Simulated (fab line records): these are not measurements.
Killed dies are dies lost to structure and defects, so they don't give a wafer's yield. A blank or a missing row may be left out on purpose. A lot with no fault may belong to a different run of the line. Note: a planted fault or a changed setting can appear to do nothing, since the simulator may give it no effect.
Which tool did it? || flow berkeley-cmos170 || Sampling: 13 lots, 39 wafers, 5 of 331 route steps

WHAT THE GAUGES READ, wafer by wafer
UCB170_START_THK_MEAS_03.
{"lot": "L409", "measured": "day 1 14:41", "on": "film-metro-01", "START_OXIDE_THK (nm)": "20.4 20.4 20.0"}
{"lot": "L410", "measured": "day 1 21:31", "on": "film-metro-01", "START_OXIDE_THK (nm)": "20.4 20.4 20.6"}
{"lot": "L411", "measured": "day 2 02:42", "on": "film-metro-03", "START_OXIDE_THK (nm)": "20.1 20.4 20.1"}
{"lot": "L412", "measured": "day 2 02:44", "on": "film-metro-01", "START_OXIDE_THK (nm)": "20.6 20.6 20.9"}
{"lot": "L413", "measured": "day 2 12:31", "on": "film-metro-01", "START_OXIDE_THK (nm)": "20.8 20.5 20.8"}
{"lot": "L415", "measured": "day 2 18:07", "on": "film-metro-02", "START_OXIDE_THK (nm)": "19.9 20.5 20.2"}
{"lot": "L416", "measured": "day 3 02:51", "on": "film-metro-02", "START_OXIDE_THK (nm)": "20.6 20.4 20.5"}
{"lot": "L422", "measured": "day 4 08:40", "on": "film-metro-02", "START_OXIDE_THK (nm)": "19.9 20.1 19.9"}
{"lot": "L424", "measured": "day 4 19:17", "on": "film-metro-02", "START_OXIDE_THK (nm)": "20.2 20.5 20.4"}
{"lot": "L426", "measured": "day 5 04:28", "on": "film-metro-01", "START_OXIDE_THK (nm)": "20.1 20.2 20.1"}
{"lot": "L427", "measured": "day 5 08:37", "on": "film-metro-02", "START_OXIDE_THK (nm)": "20.3 19.9 19.7"}
{"lot": "L429", "measured": "day 5 16:22", "on": "film-metro-01", "START_OXIDE_THK (nm)": "20.0 20.1 19.7"}
{"lot": "L430", "measured": "day 6 03:23", "on": "film-metro-02", "START_OXIDE_THK (nm)": "20.5 20.2 20.2"}

UCB170_PWELL_THK_MEAS_03.
{"lot": "L409", "measured": "day 2 21:58", "on": "film-metro-02", "PWELL_OXIDE_THK (nm)": "26.7 26.6 26.8"}
{"lot": "L410", "measured": "day 3 09:32", "on": "film-metro-04", "PWELL_OXIDE_THK (nm)": "26.6 26.8 27.0"}
{"lot": "L411", "measured": "day 3 16:19", "on": "film-metro-04", "PWELL_OXIDE_THK (nm)": "27.4 26.6 27.1"}
{"lot": "L412", "measured": "day 3 09:33", "on": "film-metro-02", "PWELL_OXIDE_THK (nm)": "26.6 26.5 26.6"}
{"lot": "L413", "measured": "day 3 16:18", "on": "film-metro-02", "PWELL_OXIDE_THK (nm)": "26.9 27.0 26.9"}
{"lot": "L415", "measured": "day 3 22:38", "on": "film-metro-02", "PWELL_OXIDE_THK (nm)": "27.3 27.6 27.3"}
{"lot": "L416", "measured": "day 4 09:59", "on": "film-metro-04", "PWELL_OXIDE_THK (nm)": "27.2 26.9 26.8"}
{"lot": "L422", "measured": "day 5 12:18", "on": "film-metro-03", "PWELL_OXIDE_THK (nm)": "26.5 26.6 26.8"}
{"lot": "L424", "measured": "day 5 23:59", "on": "film-metro-02", "PWELL_OXIDE_THK (nm)": "26.8 26.6 26.9"}
{"lot": "L426", "measured": "day 6 16:42", "on": "film-metro-02", "PWELL_OXIDE_THK (nm)": "26.2 26.2 26.3"}
{"lot": "L427", "measured": "day 6 16:40", "on": "film-metro-04", "PWELL_OXIDE_THK (nm)": "26.7 26.4 26.5"}
{"lot": "L429", "measured": "day 7 04:19", "on": "film-metro-04", "PWELL_OXIDE_THK (nm)": "25.7 26.6 26.4"}
{"lot": "L430", "measured": "day 7 17:41", "on": "film-metro-03", "PWELL_OXIDE_THK (nm)": "26.5 26.4 26.4"}

UCB170_WELLDRIVE_THK_MEAS_02.
{"lot": "L409", "measured": "day 3 18:47", "on": "film-metro-04", "WELLDRIVE_OXIDE_THK (nm)": "208 207 205"}
{"lot": "L410", "measured": "day 4 07:44", "on": "film-metro-01", "WELLDRIVE_OXIDE_THK (nm)": "201 201 202"}
{"lot": "L411", "measured": "day 4 12:55", "on": "film-metro-01", "WELLDRIVE_OXIDE_THK (nm)": "201 200 202"}
{"lot": "L412", "measured": "day 4 07:44", "on": "film-metro-04", "WELLDRIVE_OXIDE_THK (nm)": "206 204 207"}
{"lot": "L413", "measured": "day 4 12:54", "on": "film-metro-04", "WELLDRIVE_OXIDE_THK (nm)": "202 203 199"}
{"lot": "L415", "measured": "day 4 21:49", "on": "film-metro-04", "WELLDRIVE_OXIDE_THK (nm)": "206 202 208"}
{"lot": "L416", "measured": "day 5 06:25", "on": "film-metro-01", "WELLDRIVE_OXIDE_THK (nm)": "205 206 206"}
{"lot": "L422", "measured": "day 6 12:31", "on": "film-metro-02", "WELLDRIVE_OXIDE_THK (nm)": "200 195 197"}
{"lot": "L424", "measured": "day 7 01:16", "on": "film-metro-01", "WELLDRIVE_OXIDE_THK (nm)": "202 199 206"}
{"lot": "L426", "measured": "day 7 15:07", "on": "film-metro-04", "WELLDRIVE_OXIDE_THK (nm)": "199 196 198"}
{"lot": "L427", "measured": "day 7 15:05", "on": "film-metro-01", "WELLDRIVE_OXIDE_THK (nm)": "199 199 200"}
{"lot": "L429", "measured": "day 8 01:17", "on": "film-metro-02", "WELLDRIVE_OXIDE_THK (nm)": "195 192 192"}
{"lot": "L430", "measured": "day 8 13:38", "on": "film-metro-04", "WELLDRIVE_OXIDE_THK (nm)": "200 198 201"}

WHAT TOOL EACH LOT RAN ON (gives the tool, then ch and the chambers of the sampled wafers, and finally the start)
{"lot": "L409", "UCB170_NWELL_ETCH_13": "rie-diel-01 ch 1,2, day 2 12:11", "UCB170_NWELL_STRIP_15": "plasma-asher-02 ch 0,1, day 2 12:26"}
{"lot": "L410", "UCB170_NWELL_ETCH_13": "rie-diel-01 ch 1,2, day 2 20:15", "UCB170_NWELL_STRIP_15": "plasma-asher-03 ch 0,1, day 2 20:30"}
{"lot": "L411", "UCB170_NWELL_ETCH_13": "rie-diel-03 ch 0,1,3, day 3 01:44", "UCB170_NWELL_STRIP_15": "plasma-asher-03 ch 0,1, day 3 02:01"}
{"lot": "L412", "UCB170_NWELL_ETCH_13": "rie-diel-03 ch 1,2,3, day 3 01:00", "UCB170_NWELL_STRIP_15": "plasma-asher-01 ch 0,1, day 3 01:17"}
{"lot": "L413", "UCB170_NWELL_ETCH_13": "rie-diel-03 ch 0,1,3, day 3 08:21", "UCB170_NWELL_STRIP_15": "plasma-asher-01 ch 0,1, day 3 08:36"}
{"lot": "L415", "UCB170_NWELL_ETCH_13": "rie-diel-02 ch 0,1, day 3 13:22", "UCB170_NWELL_STRIP_15": "plasma-asher-03 ch 0,1, day 3 13:37"}
{"lot": "L416", "UCB170_NWELL_ETCH_13": "rie-diel-02 ch 0,1,3, day 3 22:55", "UCB170_NWELL_STRIP_15": "plasma-asher-02 ch 0,1, day 3 23:10"}
{"lot": "L422", "UCB170_NWELL_ETCH_13": "rie-diel-02 ch 0,1,3, day 5 02:04", "UCB170_NWELL_STRIP_15": "plasma-asher-01 ch 0,1, day 5 02:22"}
{"lot": "L424", "UCB170_NWELL_ETCH_13": "rie-diel-01 ch 0,2, day 5 16:50", "UCB170_NWELL_STRIP_15": "plasma-asher-03 ch 0, day 5 17:05"}
{"lot": "L426", "UCB170_NWELL_ETCH_13": "rie-diel-01 ch 0,3, day 6 06:14", "UCB170_NWELL_STRIP_15": "plasma-asher-03 ch 0,1, day 6 06:31"}
{"lot": "L427", "UCB170_NWELL_ETCH_13": "rie-diel-03 ch 0,1,3, day 6 06:19", "UCB170_NWELL_STRIP_15": "plasma-asher-02 ch 0,1, day 6 06:34"}
{"lot": "L429", "UCB170_NWELL_ETCH_13": "rie-diel-03 ch 1,3, day 6 19:35", "UCB170_NWELL_STRIP_15": "plasma-asher-01 ch 0,1, day 6 19:50"}
{"lot": "L430", "UCB170_NWELL_ETCH_13": "rie-diel-03 ch 1,2,3, day 7 03:21", "UCB170_NWELL_STRIP_15": "plasma-asher-03 ch 0,1, day 7 03:36"}
- UCB170_NWELL_ETCH_13: etches Si3N4 in CH3F/Ar/O2, stops on SiO2, target depth 246.4 nm, time 154 s.
- UCB170_NWELL_STRIP_15: strips in O2.

WHAT THE TOOLS THEMSELVES READ (means of the sampled wafers that have a number; where no wafer has one, the mark that the record gives instead)
UCB170_NWELL_ETCH_13.
{"lot": "L409", "tool": "rie-diel-01", "chamber-pressure-mTorr (mTorr)": 49.99, "drypump-motor-current-A (A)": 5.4, "oes-product-au (a.u.)": 0.907, "throttle-valve-pct (%)": 8.07}
{"lot": "L410", "tool": "rie-diel-01", "chamber-pressure-mTorr (mTorr)": 49.98, "drypump-motor-current-A (A)": 5.5, "oes-product-au (a.u.)": 0.921, "throttle-valve-pct (%)": 8.06}
{"lot": "L411", "tool": "rie-diel-03", "chamber-pressure-mTorr (mTorr)": 50.00, "drypump-motor-current-A (A)": 5.6, "oes-product-au (a.u.)": 0.925, "throttle-valve-pct (%)": 8.19}
{"lot": "L412", "tool": "rie-diel-03", "chamber-pressure-mTorr (mTorr)": 49.96, "drypump-motor-current-A (A)": 5.4, "oes-product-au (a.u.)": 0.917, "throttle-valve-pct (%)": 8.14}
{"lot": "L413", "tool": "rie-diel-03", "chamber-pressure-mTorr (mTorr)": 50.04, "drypump-motor-current-A (A)": 5.6, "oes-product-au (a.u.)": 0.924, "throttle-valve-pct (%)": 8.20}
{"lot": "L415", "tool": "rie-diel-02", "chamber-pressure-mTorr (mTorr)": 50.00, "drypump-motor-current-A (A)": 5.5, "oes-product-au (a.u.)": 0.915, "throttle-valve-pct (%)": 8.06}
{"lot": "L416", "tool": "rie-diel-02", "chamber-pressure-mTorr (mTorr)": 50.01, "drypump-motor-current-A (A)": 5.6, "oes-product-au (a.u.)": 0.915, "throttle-valve-pct (%)": 8.02}
{"lot": "L422", "tool": "rie-diel-02", "chamber-pressure-mTorr (mTorr)": 50.01, "drypump-motor-current-A (A)": 5.5, "oes-product-au (a.u.)": 0.929, "throttle-valve-pct (%)": 8.03}
{"lot": "L424", "tool": "rie-diel-01", "chamber-pressure-mTorr (mTorr)": 50.02, "drypump-motor-current-A (A)": 5.6, "oes-product-au (a.u.)": 0.941, "throttle-valve-pct (%)": 8.03}
{"lot": "L426", "tool": "rie-diel-01", "chamber-pressure-mTorr (mTorr)": 50.01, "drypump-motor-current-A (A)": 5.8, "oes-product-au (a.u.)": 0.940, "throttle-valve-pct (%)": 8.15}
{"lot": "L427", "tool": "rie-diel-03", "chamber-pressure-mTorr (mTorr)": 49.97, "drypump-motor-current-A (A)": 5.6, "oes-product-au (a.u.)": 0.933, "throttle-valve-pct (%)": 8.20}
{"lot": "L429", "tool": "rie-diel-03", "chamber-pressure-mTorr (mTorr)": 49.99, "drypump-motor-current-A (A)": 5.3, "oes-product-au (a.u.)": 0.923, "throttle-valve-pct (%)": 8.22}
{"lot": "L430", "tool": "rie-diel-03", "chamber-pressure-mTorr (mTorr)": 50.01, "drypump-motor-current-A (A)": 5.4, "oes-product-au (a.u.)": 0.921, "throttle-valve-pct (%)": 8.15}

UCB170_NWELL_STRIP_15.
{"lot": "L409", "tool": "plasma-asher-02", "chamber-pressure-mTorr (mTorr)": 3500.4, "drypump-motor-current-A (A)": 5.59, "oes-product-au (a.u.)": 0.723, "strip-time-to-endpoint-s (s)": 17.96}
{"lot": "L410", "tool": "plasma-asher-03", "chamber-pressure-mTorr (mTorr)": 3500.9, "drypump-motor-current-A (A)": 5.59, "oes-product-au (a.u.)": 0.726, "strip-time-to-endpoint-s (s)": 17.89}
{"lot": "L411", "tool": "plasma-asher-03", "chamber-pressure-mTorr (mTorr)": 3501.7, "drypump-motor-current-A (A)": 5.53, "oes-product-au (a.u.)": 0.717, "strip-time-to-endpoint-s (s)": 17.96}
{"lot": "L412", "tool": "plasma-asher-01", "chamber-pressure-mTorr (mTorr)": 3500.5, "drypump-motor-current-A (A)": 5.62, "oes-product-au (a.u.)": 0.723, "strip-time-to-endpoint-s (s)": 18.04}
{"lot": "L413", "tool": "plasma-asher-01", "chamber-pressure-mTorr (mTorr)": 3501.0, "drypump-motor-current-A (A)": 5.62, "oes-product-au (a.u.)": 0.722, "strip-time-to-endpoint-s (s)": 18.04}
{"lot": "L415", "tool": "plasma-asher-03", "chamber-pressure-mTorr (mTorr)": 3502.5, "drypump-motor-current-A (A)": 5.58, "oes-product-au (a.u.)": 0.721, "strip-time-to-endpoint-s (s)": 18.02}
{"lot": "L416", "tool": "plasma-asher-02", "chamber-pressure-mTorr (mTorr)": 3503.4, "drypump-motor-current-A (A)": 5.41, "oes-product-au (a.u.)": 0.716, "strip-time-to-endpoint-s (s)": 17.97}
{"lot": "L422", "tool": "plasma-asher-01", "chamber-pressure-mTorr (mTorr)": 3501.5, "drypump-motor-current-A (A)": 5.74, "oes-product-au (a.u.)": 0.721, "strip-time-to-endpoint-s (s)": 17.42}
{"lot": "L424", "tool": "plasma-asher-03", "chamber-pressure-mTorr (mTorr)": 3499.4, "drypump-motor-current-A (A)": 5.49, "oes-product-au (a.u.)": 0.717, "strip-time-to-endpoint-s (s)": 17.98}
{"lot": "L426", "tool": "plasma-asher-03", "chamber-pressure-mTorr (mTorr)": 3502.2, "drypump-motor-current-A (A)": 5.53, "oes-product-au (a.u.)": 0.719, "strip-time-to-endpoint-s (s)": 18.12}
{"lot": "L427", "tool": "plasma-asher-02", "chamber-pressure-mTorr (mTorr)": 3496.4, "drypump-motor-current-A (A)": 5.41, "oes-product-au (a.u.)": 0.723, "strip-time-to-endpoint-s (s)": 17.84}
{"lot": "L429", "tool": "plasma-asher-01", "chamber-pressure-mTorr (mTorr)": 3499.6, "drypump-motor-current-A (A)": 5.62, "oes-product-au (a.u.)": 0.717, "strip-time-to-endpoint-s (s)": 18.03}
{"lot": "L430", "tool": "plasma-asher-03", "chamber-pressure-mTorr (mTorr)": 3498.8, "drypump-motor-current-A (A)": 5.52, "oes-product-au (a.u.)": 0.723, "strip-time-to-endpoint-s (s)": 17.98}

THE ANSWER, worked out from the rows above alone
Rule: the usual values come from the lots themselves. Put in order of their means at a reading, lots are off if they are a third of the lots or fewer, leave a main group of 4 or more, and stand apart from it by a gap of 3 or more times the standard deviation of the main group's means; of several such gaps the widest counts. The tables above print the reading to a certain number of digits; a main group whose means all agree to those digits is not used. Also off: a lot with no number at a reading for which 4 or more lots have one. The other lots that the step has rows for count as sound. The gauges are gone through in route order, then the tools' own readings, and for those a lot's mean is taken as printed above. At the first step where some lot is off, the reading lying furthest off is the one used; lots without a number count as furthest.
Off: L422 (UCB170_NWELL_STRIP_15, strip-time-to-endpoint-s). Main group: mean 17.99 s, sd 0.07.
A tool fits if, at that step or a process step before it, it ran every lot that is off, and no sound lot after the first of them. One fits: rie-diel-02 at UCB170_NWELL_ETCH_13. A fault onset in the window from L416 (day 3 22:55, its last sound lot) to L422 (day 5 02:04, its first lot off) fits.

WHAT WAS PUT IN BY THE SIMULATOR
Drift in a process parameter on rie-diel-02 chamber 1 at UCB170_NWELL_ETCH_13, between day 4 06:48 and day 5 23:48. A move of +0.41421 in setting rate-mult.
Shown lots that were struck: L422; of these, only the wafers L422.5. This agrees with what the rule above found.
